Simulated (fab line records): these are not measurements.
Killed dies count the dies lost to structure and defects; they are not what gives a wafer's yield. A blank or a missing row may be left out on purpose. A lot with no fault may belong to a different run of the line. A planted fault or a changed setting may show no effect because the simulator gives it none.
What tool caused it?    flow rit cmos    14 lots with 42 wafers sampled at 5 steps, on a route of 202 steps

WHAT THE GAUGES READ, wafer by wafer
RIT_NLDD_OVL_MEAS_06. Usual: NLDD_OVL 0.0 nm, standard deviation 1.3.
lot   measured     on          NLDD_OVL (nm)   flag
L262  day 3 01:28  overlay-02  1.0 -0.5 1.4    
L263  day 3 01:45  overlay-01  -0.9 -0.8 -1.5  
L264  day 3 15:06  overlay-01  -1.5 -3.3 -2.1  
L265  day 3 15:20  overlay-02  -0.9 1.0 -1.2   
L270  day 4 16:12  overlay-01  0.1 0.1 -1.2    
L272  day 5 01:20  overlay-02  1.1 -1.0 0.6    
L274  day 5 10:17  overlay-02  0.3 0.0 0.7     
L276  day 5 18:23  overlay-02  0.0 2.1 2.1     
L279  day 6 10:31  overlay-01  1.2 1.0 1.0     
L280  day 6 12:58  overlay-01  2.5 0.6 -0.2    
L281  day 6 21:01  overlay-01  -1.6 -1.1 -0.5  
L282  day 7 01:44  overlay-01  1.2 1.1 0.3     
L283  day 7 06:48  overlay-01  0.5 1.1 1.6     
L284  day 7 16:32  overlay-01  1.0 -0.2 1.1    

RIT_PSD_OVL_MEAS_06. Usual: PSD_OVL 2.3 nm, standard deviation 1.2.
lot   measured     on          PSD_OVL (nm)  flag
L262  day 3 08:40  overlay-01  2.8 2.4 3.8   
L263  day 3 09:41  overlay-01  3.0 2.5 2.9   
L264  day 3 22:17  overlay-02  2.3 0.7 -0.8  
L265  day 4 00:05  overlay-01  2.6 3.7 3.4   
L270  day 4 23:19  overlay-01  5.1 3.4 2.8   
L272  day 5 08:45  overlay-01  1.5 2.3 1.9   
L274  day 5 17:24  overlay-02  2.4 2.5 0.7   
L276  day 6 01:22  overlay-01  2.8 2.4 4.3   
L279  day 6 17:19  overlay-01  0.2 0.4 0.5   
L280  day 6 19:44  overlay-01  4.2 4.0 3.9   
L281  day 7 10:20  overlay-01  2.7 3.4 4.0   
L282  day 7 10:27  overlay-01  1.8 2.1 2.1   
L283  day 7 13:39  overlay-01  0.8 2.2 3.3   
L284  day 7 23:37  overlay-02  2.2 2.1 1.6   

RIT_SDANNEAL_RS_MEAS_04: measurement is done with a four-point probe. Usual: PSD_RS 115.8 ohm/sq, standard deviation 0.32.
lot   measured     on             PSD_RS (ohm/sq)    flag
L262  day 3 09:40  film metro-04  115.3 115.5 115.6  
L263  day 3 10:43  film metro-01  115.7 115.8 115.5  
L264  day 3 23:18  film metro-04  115.6 115.7 115.5  
L265  day 4 01:06  film metro-01  116.2 115.9 116.0  
L270  day 5 00:19  film metro-04  115.8 115.3 115.4  
L272  day 5 09:49  film metro-04  - - -              OFF
L274  day 5 18:26  film metro-01  - - -              OFF
L276  day 6 02:23  film metro-01  115.6 115.5 116.0  
L279  day 6 18:41  film metro-03  116.5 116.6 116.2  
L280  day 6 20:44  film metro-03  115.8 116.0 116.2  
L281  day 7 11:20  film metro-01  115.5 115.6 115.4  
L282  day 7 11:39  film metro-04  115.7 115.4 116.0  
L283  day 7 14:45  film metro-01  115.7 115.4 115.5  
L284  day 8 01:03  film metro-03  116.1 116.4 116.3  

WHAT TOOL EACH LOT RAN ON (gives the tool, then ch and the chambers of the sampled wafers, and finally the start)
lot   RIT_PLDD_STRIP_09                    RIT_PSD_IMPLANT_08
L262  plasma asher-04 ch 0,1, day 3 03:22  implanter-02 ch 0, day 3 08:52
L263  plasma asher-01 ch 0,1, day 3 03:38  implanter-04 ch 0, day 3 09:52
L264  plasma asher-04 ch 0,1, day 3 16:59  implanter-03 ch 0, day 3 22:28
L265  plasma asher-01 ch 0,1, day 3 17:13  implanter-03 ch 0, day 4 00:17
L270  plasma asher-01 ch 0,1, day 4 17:57  implanter-02 ch 0, day 4 23:31
L272  plasma asher-04 ch 0,1, day 5 03:31  implanter-02 ch 0, day 5 09:00
L274  plasma asher-02 ch 0,1, day 5 12:02  implanter-02 ch 0, day 5 17:36
L276  plasma asher-04 ch 0,1, day 5 20:11  implanter-03 ch 0, day 6 01:35
L279  plasma asher-02 ch 0,1, day 6 12:16  implanter-03 ch 0, day 6 17:30
L280  plasma asher-01 ch 0,1, day 6 14:44  implanter-03 ch 0, day 6 19:56
L281  plasma asher-02 ch 0,1, day 6 23:07  implanter-03 ch 0, day 7 10:31
L282  plasma asher-01 ch 0,1, day 7 04:57  implanter-04 ch 0, day 7 10:38
L283  plasma asher-01 ch 1, day 7 08:34    implanter-03 ch 0, day 7 13:52
L284  plasma asher-04 ch 0,1, day 7 18:20  implanter-04 ch 0, day 7 23:50
- RIT_PLDD_STRIP_09: strips in O2, time 180 s.
- RIT_PSD_IMPLANT_08

WHAT THE TOOLS THEMSELVES READ (means of the sampled wafers that have a number; where no wafer has one, the mark that the record gives instead)
RIT_PLDD_STRIP_09. Usual: chamber pressure mTorr 4001 mTorr, standard deviation 3.7; drypump motor current A 6.0 A, standard deviation 0.37.
lot   tool             chamber pressure mTorr (mTorr)  drypump motor current A (A)  flag
L262  plasma asher-04  3996                            5.9                          
L263  plasma asher-01  4001                            6.1                          
L264  plasma asher-04  4000                            5.9                          
L265  plasma asher-01  4005                            5.8                          
L270  plasma asher-01  4000                            5.7                          
L272  plasma asher-04  4005                            5.9                          
L274  plasma asher-02  4000                            5.9                          
L276  plasma asher-04  4003                            5.9                          
L279  plasma asher-02  4003                            6.2                          
L280  plasma asher-01  4001                            6.1                          
L281  plasma asher-02  4004                            6.3                          
L282  plasma asher-01  3998                            6.1                          
L283  plasma asher-01  4003                            6.4                          
L284  plasma asher-04  3999                            5.9                          

RIT_PSD_IMPLANT_08. Usual: end station pressure torr at 1.43e-05 Torr, with a standard deviation of 1e-06.
lot   tool          end station pressure torr (Torr)  flag
L262  implanter-02  1.31e-05                          
L263  implanter-04  1.47e-05                          
L264  implanter-03  1.44e-05                          
L265  implanter-03  1.45e-05                          
L270  implanter-02  1.32e-05                          
L272  implanter-02  1.30e-05                          
L274  implanter-02  1.25e-05                          
L276  implanter-03  1.50e-05                          
L279  implanter-03  1.51e-05                          
L280  implanter-03  1.47e-05                          
L281  implanter-03  1.43e-05                          
L282  implanter-04  1.46e-05                          
L283  implanter-03  1.46e-05                          
L284  implanter-04  1.49e-05                          

THE ANSWER, worked out from the rows above alone
Rule: lot off if the mean of its wafers having a number is beyond 3 standard deviations from the usual mean. A lot without any number at a reading at which 4 lots or more have one is off too. Any other lot the step has rows for is counted as sound. Order of review: gauges by route order, followed by the tools' own readings, for which a lot's mean as printed above is used. The first step at which some lot is off is used, and at that step the reading that is off furthest; a lot without a number counts as furthest.
Off: L272, L274, at RIT_SDANNEAL_RS_MEAS_04 (PSD_RS). Without a number there: L272, L274.
A tool fits if, at a process step before that reading, it ran every lot that is off, and no sound lot after the first of them. The gauges at RIT_SDANNEAL_RS_MEAS_04 are tried like those tools. One fits: implanter-02 at RIT_PSD_IMPLANT_08. Its last sound lot is L270 (day 4 23:31), its first lot that is off L272 (day 5 09:00): a fault that began between those two fits.

WHAT THE SIMULATOR PUT IN
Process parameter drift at RIT_PSD_IMPLANT_08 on implanter-02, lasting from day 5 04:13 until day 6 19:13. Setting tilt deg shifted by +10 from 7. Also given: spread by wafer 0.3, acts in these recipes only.
Struck lots among those shown: L272, L274. Same finding as the rule above.
